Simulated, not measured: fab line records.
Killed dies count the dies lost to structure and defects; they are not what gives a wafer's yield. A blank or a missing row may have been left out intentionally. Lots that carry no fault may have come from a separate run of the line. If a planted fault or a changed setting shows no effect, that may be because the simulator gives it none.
Which tool is to blame? | flow berkeley_cmos170 | Sampling: 13 lots, 39 wafers, 4 of 331 route steps

## WHAT THE GAUGES SHOWED, per wafer
UCB170_START_BOW_MEAS_00.
lot  | measured    | on            | INCOMING_BOW (um)
L914 | day 1 10:02 | film_metro-01 | 0 1 -1
L916 | day 1 20:00 | film_metro-03 | 5 -2 -11
L919 | day 2 11:00 | film_metro-01 | -2 9 6
L924 | day 3 12:02 | film_metro-03 | -8 0 6
L925 | day 3 17:00 | film_metro-03 | 3 -4 -6
L926 | day 3 22:02 | film_metro-01 | -7 -6 8
L927 | day 4 03:00 | film_metro-01 | -12 5 4
L928 | day 4 08:00 | film_metro-02 | -6 7 -1
L929 | day 4 13:01 | film_metro-01 | -5 1 4
L930 | day 4 18:01 | film_metro-01 | -11 0 13
L931 | day 4 23:00 | film_metro-03 | -6 -8 -1
L932 | day 5 04:00 | film_metro-03 | 7 -5 9
L936 | day 6 00:00 | film_metro-01 | -7 -14 -15

UCB170_PWELL_OVL_MEAS_13.
lot  | measured    | on         | PWELL_OVL (nm)
L914 | day 3 08:20 | overlay-01 | -6 -1 1
L916 | day 3 15:28 | overlay-01 | 1 0 6
L919 | day 4 12:17 | overlay-02 | 2 0 0
L924 | day 5 08:22 | overlay-01 | -6 -13 -9
L925 | day 5 15:18 | overlay-01 | -11 -5 0
L926 | day 5 15:09 | overlay-02 | 0 1 -4
L927 | day 5 15:01 | overlay-02 | -20 -17 -11
L928 | day 6 04:05 | overlay-02 | -1 -2 -7
L929 | day 6 18:31 | overlay-02 | -2 -7 -3
L930 | day 6 18:44 | overlay-02 | -2 -6 -4
L931 | day 7 00:47 | overlay-02 | -8 -5 -8
L932 | day 7 00:30 | overlay-01 | 2 -4 -1
L936 | day 7 22:45 | overlay-01 | -7 -8 -10

UCB170_PFIELD_OVL_MEAS_06.
lot  | measured    | on         | PFIELD_OVL (nm)
L914 | day 5 04:02 | overlay-01 | -11 -13 -9
L916 | day 5 03:46 | overlay-01 | 4 -1 0
L919 | day 6 04:49 | overlay-01 | -1 -2 -1
L924 | day 6 19:49 | overlay-01 | -1 5 1
L925 | day 7 07:05 | overlay-02 | -5 -6 -6
L926 | day 7 06:55 | overlay-02 | 1 -6 4
L927 | day 7 06:48 | overlay-01 | 12 10 5
L928 | day 7 22:53 | overlay-01 | 0 -8 -4
L929 | day 8 17:15 | overlay-01 | -4 -9 -3
L930 | day 8 17:00 | overlay-02 | 0 4 2
L931 | day 9 06:17 | overlay-02 | -5 -10 -6
L932 | day 9 05:53 | overlay-01 | -10 -10 -10
L936 | day 9 16:28 | overlay-01 | -15 -8 -15

## TOOL THAT RAN EACH LOT (tool first, then ch and the chambers of the sampled wafers, then the start)
lot  | UCB170_NWELL_EXPOSE_09
L914 | krf_scanner-01 ch 0, day 2 11:13
L916 | krf_scanner-02 ch 0, day 2 19:44
L919 | krf_scanner-02 ch 0, day 3 13:46
L924 | krf_scanner-02 ch 0, day 4 10:30
L925 | krf_scanner-02 ch 0, day 4 20:44
L926 | krf_scanner-02 ch 0, day 4 21:00
L927 | krf_scanner-02 ch 0, day 4 20:51
L928 | krf_scanner-02 ch 0, day 5 09:11
L929 | krf_scanner-02 ch 0, day 5 16:10
L930 | krf_scanner-01 ch 0, day 5 16:25
L931 | krf_scanner-01 ch 0, day 6 01:08
L932 | krf_scanner-01 ch 0, day 6 01:01
L936 | krf_scanner-01 ch 0, day 6 23:37
- UCB170_NWELL_EXPOSE_09: exposes mask NWELL, target cd 3000 nm.

## WHAT THE TOOLS THEMSELVES READ (means of the sampled wafers that have a number; where no wafer has one, the mark that the record gives instead)
UCB170_NWELL_EXPOSE_09.
lot  | tool           | stage_vel_mm_s (mm/s)
L914 | krf_scanner-01 | 500.27
L916 | krf_scanner-02 | 500.03
L919 | krf_scanner-02 | 500.11
L924 | krf_scanner-02 | 499.79
L925 | krf_scanner-02 | 499.87
L926 | krf_scanner-02 | 500.03
L927 | krf_scanner-02 | 499.64
L928 | krf_scanner-02 | 499.81
L929 | krf_scanner-02 | 500.31
L930 | krf_scanner-01 | 500.08
L931 | krf_scanner-01 | 500.31
L932 | krf_scanner-01 | 499.93
L936 | krf_scanner-01 | 500.23

## THE ANSWER, worked out from the rows above alone
Rule: the lots themselves supply what counts as usual. The widest of any qualifying gaps counts: lots, ordered by their means at a reading, are off when they make up no more than a third of the lots, leave a main group of 4 or more, and stand apart from it by 3 or more times the standard deviation of that group's means. Not used: any main group whose means are identical at the precision the tables above print for the reading. A lot without any number at a reading at which 4 lots or more have one is off too. The other lots that the step has rows for count as sound. Order of review: gauges by route order, followed by the tools' own readings, for which a lot's mean as printed above is used. At the first step where some lot is off, the reading lying furthest off is the one used; lots without a number count as furthest.
None of the lots is off at any reading shown; this tells nothing.

## WHAT WAS PUT IN BY THE SIMULATOR
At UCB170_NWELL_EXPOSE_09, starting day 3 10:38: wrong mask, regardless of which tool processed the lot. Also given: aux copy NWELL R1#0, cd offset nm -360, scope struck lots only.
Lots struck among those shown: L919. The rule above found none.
